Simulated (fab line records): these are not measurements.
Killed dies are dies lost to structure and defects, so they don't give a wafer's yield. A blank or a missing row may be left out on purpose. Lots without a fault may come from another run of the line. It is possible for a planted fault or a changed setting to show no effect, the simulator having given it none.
Split-lot study	flow rit_cmos	23 wafers read across 5 lots, on a route 202 steps long

## ABOUT THE SPLIT
At RIT_NLDD_IMPLANT_08, the setting energy_kev was moved away from the recipe's 20 on 8 of the 23 wafers read, by -4.7% to +4.3%. This setting was run at the recipe's value on the other wafers.

## FROM SPLIT TO READING: 1 step shown by the file between the two
- RIT_NLDD_STRIP_09: strips in O2, time 180 s

## THE READING
NLDD_TW, at RIT_NLDD_TW_MEAS_10. A value of 2499 with a standard deviation of 10 is what fault-free wafers of this fab line usually give.

wafer	tool, chamber at the split	energy_kev as run	against the recipe	NLDD_TW	against lot-mates on the recipe
L076.1	implanter-01, 0	20	recipe	2491	-
L076.2	implanter-01, 0	20.79	+3.9%	2531	+40
L076.3	implanter-01, 0	20.79	+3.9%	2524	+34
L076.4	implanter-01, 0	20.79	+3.9%	2513	+22
L076.6	implanter-01, 0	20	recipe	2490	-
L078.3	implanter-04, 0	20	recipe	2492	-
L078.5	implanter-04, 0	20	recipe	2491	-
L078.6	implanter-04, 0	20	recipe	2503	-
L081.1	implanter-01, 0	20.86	+4.3%	2520	+28
L081.3	implanter-01, 0	20	recipe	2482	-
L081.4	implanter-01, 0	20.86	+4.3%	2533	+41
L081.5	implanter-01, 0	20	recipe	2501	-
L081.6	implanter-01, 0	20	recipe	2494	-
L083.2	implanter-03, 0	20	recipe	2483	-
L083.3	implanter-03, 0	20	recipe	2504	-
L083.4	implanter-03, 0	19.05	-4.7%	2435	-58
L083.5	implanter-03, 0	19.05	-4.7%	2459	-34
L083.6	implanter-03, 0	19.05	-4.7%	2457	-36
L084.1	implanter-04, 0	20	recipe	2505	-
L084.3	implanter-04, 0	20	recipe	2501	-
L084.4	implanter-04, 0	20	recipe	2495	-
L084.5	implanter-04, 0	20	recipe	2503	-
L084.6	implanter-04, 0	20	recipe	2488	-

FIT RESULTS
A straight line over all 23 wafers: NLDD_TW changes by +8.23 for each +1% of energy_kev; r = +0.93; the points scatter about the line by 8.5.
The same after taking each lot's own level away (the mean of its wafers on the recipe; 23 wafers): +8.55 for each +1%; r = +0.94; scatter 7.9.
That fit puts the effect of the largest move of energy_kev on the reading at 41.
The lots' own levels span 2490.5 to 2498.4, that is 0.8 times the standard deviation above.
So the lot-to-lot level changes the slope little: the two slopes agree.
Check: -36.8 against its lot-mates is what the line predicts for one of the wafers moved furthest among these (-4.7%) when that wafer is left out of the fit. It came out at -58.5 against them.

## THESE WAFERS: OTHER SPLITS
These wafers also went through other splits before the reading. Each is held against what the fit with the lots' levels taken away leaves over:
other split on the same wafers	wafers away from the commonest value	r with NLDD_TW (lot level and that fit taken away)
RIT_ACTIVE_CVD_03 pressure_mtorr	15	+0.01
RIT_ACTIVE_EXPOSE_08 dose_mj	8	+0.09
RIT_ACTIVE_CLEAN_15 time_s	18	-0.02
RIT_GATE_CVD_08 pressure_mtorr	18	+0.04
RIT_GATE_COAT_11 spin_rpm	4	-0.17

## THE WHOLE CHAIN: every reading that the file lists as answering this split, in the file's order
step	what it does	reading	change (the file's fit)	r (the file's)
RIT_NLDD_IMPLANT_08		implant.rp_nm (the simulator's own value, which no gauge read)	+0.185 nm for each +1% of the setting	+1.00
RIT_NLDD_IMPLANT_08		implant.drp_nm (the simulator's own value, which no gauge read)	+0.0782 nm for each +1% of the setting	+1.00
RIT_NLDD_TW_MEAS_10		NLDD_TW	+8.51 for each +1% of the setting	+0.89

## FILE'S OWN FIT
NLDD_TW changes by +8.51 for each +1% of energy_kev, r = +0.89.
